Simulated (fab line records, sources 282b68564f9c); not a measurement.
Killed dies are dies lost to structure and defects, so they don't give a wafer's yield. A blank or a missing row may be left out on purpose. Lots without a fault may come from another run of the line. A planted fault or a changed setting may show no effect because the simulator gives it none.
One fault seen from 2 desks | flow rit_cmos | each desk has only its own numbers; what lay behind them comes last

THE TOOL OWNER'S DESK: implanter-03
The tool's own readings at RIT_NLDD_IMPLANT_08: means of the sampled wafers that have a number, for each lot that ran on this tool. A lot is out of limits, marked OUT, if its mean lies more than 4 standard deviations from the usual mean; the brackets give that distance.
Columns: A = dose_ions_cm2 at RIT_NLDD_IMPLANT_08, usual 5e+14; B = faraday_current_uA at RIT_NLDD_IMPLANT_08, usual 1571
lot  | first seen here | A                       | B
L522 | day 3 00:16     | 5e+14                   | 1567
L524 | day 3 05:31     | 5e+14                   | 1562
L526 | day 3 16:31     | 5e+14                   | 1531
L533 | day 5 08:09     | 8e+14 (+99 or more) OUT | 2331 (+25) OUT
L534 | day 5 12:00     | 8e+14 (+99 or more) OUT | 2335 (+25) OUT
This desk's finding: out of limits on L533, L534; first on L533, day 5 08:09 (dose_ions_cm2 at RIT_NLDD_IMPLANT_08). In limits: L522, L524, L526.

THE METROLOGY DESK
What the gauges read, lot by lot, whatever tool the lot ran on: means of the sampled wafers that have a number. A lot is out of limits, marked OUT, if its mean lies more than 4 standard deviations from the usual mean; the brackets give that distance.
Columns: A = FOX2_OXIDE_THK at RIT_FOX2_THK_MEAS_01, usual 351 nm; B = GATE_POLY_THK at RIT_GATE_THK_MEAS_09, usual 250.6 nm; C = NLDD_TW at RIT_NLDD_TW_MEAS_10, usual 2484; D = NLDD_RS at RIT_SDANNEAL_RS_MEAS_07, usual 151.7 ohm/sq
lot  | first seen here | A   | B     | C              | D
L522 | day 1 23:29     | 363 | 250.4 | 2492           | 151.1
L524 | day 2 05:46     | 341 | 248.7 | 2484           | 151.8
L526 | day 2 16:20     | 336 | 252.2 | 2475           | 151.2
L533 | day 4 06:28     | 353 | 249.7 | 2757 (+25) OUT | 108.2 (-87) OUT
L534 | day 4 09:22     | 352 | 252.6 | 2776 (+27) OUT | 107.8 (-88) OUT
L535 | day 4 14:26     | 357 | 247.2 | 2486           | 151.7
L536 | day 4 19:14     | 353 | 252.3 | 2503           | 151.4
L537 | day 4 23:35     | 342 | 251.6 | 2477           | 152.5
L538 | day 5 04:31     | 346 | 249.5 | 2471           | 152.1
L539 | day 5 13:04     | 344 | 250.4 | 2487           | 150.8
L540 | day 5 15:10     | 346 | 255.1 | 2478           | 151.6
L542 | day 6 03:56     | 341 | 249.9 | 2471           | 152.0
L543 | day 6 07:49     | 355 | 257.5 | 2476           | 151.5
L545 | day 6 14:58     | 358 | 253.8 | 2484           | 152.1
This desk's finding: out of limits on L533, L534; first on L533, day 5 08:28 (NLDD_TW at RIT_NLDD_TW_MEAS_10). In limits: L522, L524, L526, L535, L536, L537, L538, L539, L540, L542, L543, L545.

PUT TOGETHER
The tool owner's desk could have raised an alarm at day 5 08:09, on L533, L534.
The metrology desk could have raised an alarm at day 5 08:28, on L533, L534.
Of the lots named, all ran RIT_NLDD_IMPLANT_08 on implanter-03.

WHAT THE SIMULATOR HAD PUT IN
Process parameter drift: implanter-03, from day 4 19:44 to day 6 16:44, at RIT_NLDD_IMPLANT_08. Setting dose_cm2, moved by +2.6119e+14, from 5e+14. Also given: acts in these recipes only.
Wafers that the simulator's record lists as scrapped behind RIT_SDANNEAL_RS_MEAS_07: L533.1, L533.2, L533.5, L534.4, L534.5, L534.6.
Lots struck among those shown: L533, L534.
Hours from the fault's start to each desk's first reading out of limits: the tool owner's desk, 12; the metrology desk, 13.
